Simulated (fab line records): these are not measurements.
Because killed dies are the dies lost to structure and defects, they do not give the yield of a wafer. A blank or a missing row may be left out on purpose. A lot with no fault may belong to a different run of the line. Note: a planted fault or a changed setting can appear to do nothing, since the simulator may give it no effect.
Lot-split experiment || flow berkeley cmos170 || 27 wafers read from 5 lots, route of 331 steps

== ABOUT THE SPLIT ==
At UCB170_V1_ETCH_14 (etches SiO2 in CHF3/CF4/Ar, stops on Al, target depth 1250 nm, time 291 s), the setting time s was moved away from the recipe's 291 s on 12 of the 27 wafers read, by -48.9% to +39.8%. All remaining wafers had this setting at the recipe value.

== SPLIT TO READING: what lies between them in the file, 1 step ==
- UCB170_V1_STRIP_15: strips in O2

== THE READING ==
Shown in nm: cd nm at UCB170_V1_CD_MEAS_90, with target cd 700 nm. On this fab line, fault-free wafers typically give 700.2 nm with a standard deviation of 1.6 nm.

{"wafer": "L076.1", "tool, chamber at the split": "rie diel-03, 1", "time s as run, s": 148.8, "against the recipe": "-48.9%", "cd nm, nm": 694.7, "against lot-mates on the recipe": -4.0}
{"wafer": "L076.2", "tool, chamber at the split": "rie diel-03, 3", "time s as run, s": 148.8, "against the recipe": "-48.9%", "cd nm, nm": 696.5, "against lot-mates on the recipe": -2.2}
{"wafer": "L076.3", "tool, chamber at the split": "rie diel-03, 2", "time s as run, s": 291, "against the recipe": "recipe", "cd nm, nm": 699.3, "against lot-mates on the recipe": "-"}
{"wafer": "L076.4", "tool, chamber at the split": "rie diel-03, 0", "time s as run, s": 291, "against the recipe": "recipe", "cd nm, nm": 698.7, "against lot-mates on the recipe": "-"}
{"wafer": "L076.5", "tool, chamber at the split": "rie diel-03, 3", "time s as run, s": 291, "against the recipe": "recipe", "cd nm, nm": 698.2, "against lot-mates on the recipe": "-"}
{"wafer": "L076.6", "tool, chamber at the split": "rie diel-03, 0", "time s as run, s": 148.8, "against the recipe": "-48.9%", "cd nm, nm": 695.0, "against lot-mates on the recipe": -3.7}
{"wafer": "L078.2", "tool, chamber at the split": "rie diel-02, 3", "time s as run, s": 291, "against the recipe": "recipe", "cd nm, nm": 699.5, "against lot-mates on the recipe": "-"}
{"wafer": "L078.3", "tool, chamber at the split": "rie diel-02, 1", "time s as run, s": 291, "against the recipe": "recipe", "cd nm, nm": 699.8, "against lot-mates on the recipe": "-"}
{"wafer": "L078.5", "tool, chamber at the split": "rie diel-02, 3", "time s as run, s": 291, "against the recipe": "recipe", "cd nm, nm": 700.7, "against lot-mates on the recipe": "-"}
{"wafer": "L077.1", "tool, chamber at the split": "rie diel-04, 3", "time s as run, s": 291, "against the recipe": "recipe", "cd nm, nm": 698.6, "against lot-mates on the recipe": "-"}
{"wafer": "L077.2", "tool, chamber at the split": "rie diel-04, 2", "time s as run, s": 406.9, "against the recipe": "+39.8%", "cd nm, nm": 702.3, "against lot-mates on the recipe": "+3.7"}
{"wafer": "L077.3", "tool, chamber at the split": "rie diel-04, 1", "time s as run, s": 406.9, "against the recipe": "+39.8%", "cd nm, nm": 703.6, "against lot-mates on the recipe": "+5.0"}
{"wafer": "L077.4", "tool, chamber at the split": "rie diel-04, 0", "time s as run, s": 291, "against the recipe": "recipe", "cd nm, nm": 698.0, "against lot-mates on the recipe": "-"}
{"wafer": "L077.5", "tool, chamber at the split": "rie diel-04, 0", "time s as run, s": 406.9, "against the recipe": "+39.8%", "cd nm, nm": 701.0, "against lot-mates on the recipe": "+2.4"}
{"wafer": "L077.6", "tool, chamber at the split": "rie diel-04, 1", "time s as run, s": 291, "against the recipe": "recipe", "cd nm, nm": 699.2, "against lot-mates on the recipe": "-"}
{"wafer": "L084.1", "tool, chamber at the split": "rie diel-02, 0", "time s as run, s": 357.4, "against the recipe": "+22.8%", "cd nm, nm": 701.9, "against lot-mates on the recipe": "+2.7"}
{"wafer": "L084.2", "tool, chamber at the split": "rie diel-02, 3", "time s as run, s": 291, "against the recipe": "recipe", "cd nm, nm": 698.4, "against lot-mates on the recipe": "-"}
{"wafer": "L084.3", "tool, chamber at the split": "rie diel-02, 2", "time s as run, s": 357.4, "against the recipe": "+22.8%", "cd nm, nm": 700.3, "against lot-mates on the recipe": "+1.1"}
{"wafer": "L084.4", "tool, chamber at the split": "rie diel-02, 1", "time s as run, s": 291, "against the recipe": "recipe", "cd nm, nm": 700.4, "against lot-mates on the recipe": "-"}
{"wafer": "L084.5", "tool, chamber at the split": "rie diel-02, 1", "time s as run, s": 291, "against the recipe": "recipe", "cd nm, nm": 698.7, "against lot-mates on the recipe": "-"}
{"wafer": "L084.6", "tool, chamber at the split": "rie diel-02, 0", "time s as run, s": 357.4, "against the recipe": "+22.8%", "cd nm, nm": 701.4, "against lot-mates on the recipe": "+2.2"}
{"wafer": "L082.1", "tool, chamber at the split": "rie diel-03, 3", "time s as run, s": 291, "against the recipe": "recipe", "cd nm, nm": 700.3, "against lot-mates on the recipe": "-"}
{"wafer": "L082.2", "tool, chamber at the split": "rie diel-03, 2", "time s as run, s": 291, "against the recipe": "recipe", "cd nm, nm": 699.1, "against lot-mates on the recipe": "-"}
{"wafer": "L082.3", "tool, chamber at the split": "rie diel-03, 0", "time s as run, s": 187.5, "against the recipe": "-35.6%", "cd nm, nm": 695.0, "against lot-mates on the recipe": -4.3}
{"wafer": "L082.4", "tool, chamber at the split": "rie diel-03, 1", "time s as run, s": 187.5, "against the recipe": "-35.6%", "cd nm, nm": 694.5, "against lot-mates on the recipe": -4.8}
{"wafer": "L082.5", "tool, chamber at the split": "rie diel-03, 3", "time s as run, s": 187.5, "against the recipe": "-35.6%", "cd nm, nm": 695.6, "against lot-mates on the recipe": -3.7}
{"wafer": "L082.6", "tool, chamber at the split": "rie diel-03, 2", "time s as run, s": 291, "against the recipe": "recipe", "cd nm, nm": 698.4, "against lot-mates on the recipe": "-"}

FIT RESULTS
A straight line over all 27 wafers: cd nm changes by +0.0868 nm for each +1% of time s; r = +0.93; the points scatter about the line by 0.92 nm.
The same after taking each lot's own level away (the mean of its wafers on the recipe; 27 wafers): +0.0881 nm for each +1%; r = +0.93; scatter 0.9 nm.
That fit puts the effect of the largest move of time s on the reading at 4.3 nm.
Measured against the standard deviation above, the lots' own levels, which go from 698.60 to 700.00 nm, span 0.9 times it.
Hence the lot-to-lot level has little effect on the slope; both slopes agree.
Check: with one of the wafers moved furthest among these (-48.9%) left out of the fit, the line predicts -4.35 nm for it against its lot-mates. Against them it came out at -4.03 nm.
Tool readings at the split's step, against how far the setting was moved: oes product au r = -0.87.

== ADDITIONAL SPLITS CARRIED BY THESE WAFERS ==
Before the reading, these wafers also passed through other splits. Each is held against what the fit with the lots' levels taken away leaves over:
{"other split on the same wafers": "UCB170_START_OXIDATION_02 ox time s", "wafers away from the commonest value": 6, "r with cd nm (lot level and that fit taken away)": -0.05}
{"other split on the same wafers": "UCB170_SDANNEAL_RTA_01 time s", "wafers away from the commonest value": 12, "r with cd nm (lot level and that fit taken away)": -0.09}
{"other split on the same wafers": "UCB170_M1_SPUTTER_00 time s", "wafers away from the commonest value": 12, "r with cd nm (lot level and that fit taken away)": -0.09}

== THE WHOLE CHAIN: every reading that the file lists as answering this split, in the file's order ==
{"step": "UCB170_V1_ETCH_14", "what it does": "etches SiO2 in CHF3/CF4/Ar, stops on Al, target depth 1250 nm, time 291 s", "reading": "oes product au", "change (the file's fit)": "not straight: 0.992 at the lowest setting, 0.868 at the recipe, 0.854 at the highest", "r (the file's)": "not given"}
{"step": "UCB170_V1_ETCH_14", "what it does": "etches SiO2 in CHF3/CF4/Ar, stops on Al, target depth 1250 nm, time 291 s", "reading": "V1.feature depth nm (the simulator's own value, which no gauge read)", "change (the file's fit)": "not straight: 638.4 at the lowest setting, 990.5 at the recipe, 1003 at the highest", "r (the file's)": "not given"}
{"step": "UCB170_V1_STRIP_15", "what it does": "strips in O2", "reading": "strip time to endpoint s", "change (the file's fit)": "withheld for each +1% of the setting", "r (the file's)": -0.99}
{"step": "UCB170_V1_CD_MEAS_90", "what it does": "target cd 700 nm", "reading": "cd nm", "change (the file's fit)": "+0.0883 nm for each +1% of the setting", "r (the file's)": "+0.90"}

== FILE'S OWN FIT ==
cd nm changes by +0.0883 nm for each +1% of time s, r = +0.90.
